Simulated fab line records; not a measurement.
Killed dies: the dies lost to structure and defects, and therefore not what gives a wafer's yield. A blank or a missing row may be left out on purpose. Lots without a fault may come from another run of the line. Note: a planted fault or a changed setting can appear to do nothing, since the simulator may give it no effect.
The same fault as seen by 2 desks :: flow berkeley cmos170 :: numbers are kept per desk, each desk with only its own; the story behind them comes last

FROM THE METROLOGY DESK
What the gauges read for every lot (on any tool): the sampled wafers with a number, averaged. Marked OUT: a lot whose mean sits more than 4 standard deviations from the usual mean, which makes it out of limits; the brackets give that distance.
Columns: A = PSD_RS at UCB170_SDANNEAL_RS_MEAS_02, usual 75.46 ohm/sq; B = NSD_RS at UCB170_SDANNEAL_RS_MEAS_03, usual 37.24 ohm/sq; C = PLDD_RS at UCB170_SDANNEAL_RS_MEAS_04, usual 1031 ohm/sq; D = NLDD_RS at UCB170_SDANNEAL_RS_MEAS_05, usual 615.8 ohm/sq; E = SILICIDE_TI_RS at UCB170_SILICIDE_RS_MEAS_02, usual 26.1 ohm/sq; F = SILICIDE_TI_THK at UCB170_SILICIDE_THK_MEAS_03, usual 29.2 nm
lot: L188
first seen here: day 8 10:28
A: 75.23
B: 37.16
C: 1029
D: 614.4
E: 25.9
F: 29.3

lot: L192
first seen here: day 8 11:47
A: 75.56
B: 37.31
C: 1032
D: 614.9
E: 26.0
F: 29.5

lot: L190
first seen here: day 8 12:08
A: 75.30
B: 37.09
C: 1031
D: 614.4
E: 26.7
F: 28.4

lot: L205
first seen here: day 12 03:08
A: 75.67
B: 37.15
C: 1026
D: 615.3
E: 26.2
F: 29.4

lot: L208
first seen here: day 12 10:43
A: 75.36
B: 37.27
C: 1027
D: 615.2
E: 25.9
F: 29.3

lot: L211
first seen here: day 13 06:47
A: 75.26
B: 37.23
C: 1032
D: 615.7
E: 26.3
F: 29.3
Result from this desk: across the 6 lots, nothing is out of limits.

FOR THE TOOL OWNER'S DESK: rtp anneal-01
At UCB170_SILICIDE_RTA_04 (time 15 s), the tool's own readings, given per lot that ran on this tool as the mean of the sampled wafers with a number. Marked OUT: a lot whose mean sits more than 4 standard deviations from the usual mean, which makes it out of limits; the brackets give that distance.
Columns: A = chamber o2 ppm at UCB170_SILICIDE_RTA_04, usual 1.995; B = lamp power pct at UCB170_SILICIDE_RTA_04, usual 9.1 %; C = wafer_temp_C_max at UCB170_SILICIDE_RTA_04, usual 653.3
lot: L188
first seen here: day 8 11:14
A: 2.003
B: 8.7
C: 652.6

lot: L192
first seen here: day 8 12:36
A: 302.013 (+99 or more) OUT
B: 8.7
C: 652.8

lot: L190
first seen here: day 8 12:54
A: 301.967 (+99 or more) OUT
B: 8.7
C: 652.4

lot: L208
first seen here: day 12 11:28
A: 1.998
B: 8.7
C: 652.9

lot: L211
first seen here: day 13 07:32
A: 1.967
B: 8.7
C: 652.3
This desk's finding: out of limits on L190, L192; first on L192, day 8 12:36 (chamber o2 ppm at UCB170_SILICIDE_RTA_04). L188, L208, L211: within limits.

TAKEN TOGETHER
The tool owner's desk could have raised an alarm at day 8 12:36, on L190, L192.
Metrology desk: nothing out of limits seen.
The metrology desk holds a record of L190, L192, inside its limits.
On rtp anneal-01, each named lot ran UCB170_SILICIDE_RTA_04.

WHAT THE SIMULATOR PUT IN
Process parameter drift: rtp anneal-01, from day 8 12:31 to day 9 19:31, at UCB170_SILICIDE_RTA_04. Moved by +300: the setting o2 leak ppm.
Struck lots among those shown: L190, L192.
Each desk's first reading out of limits, in hours after the fault started: the tool owner's desk, 0.
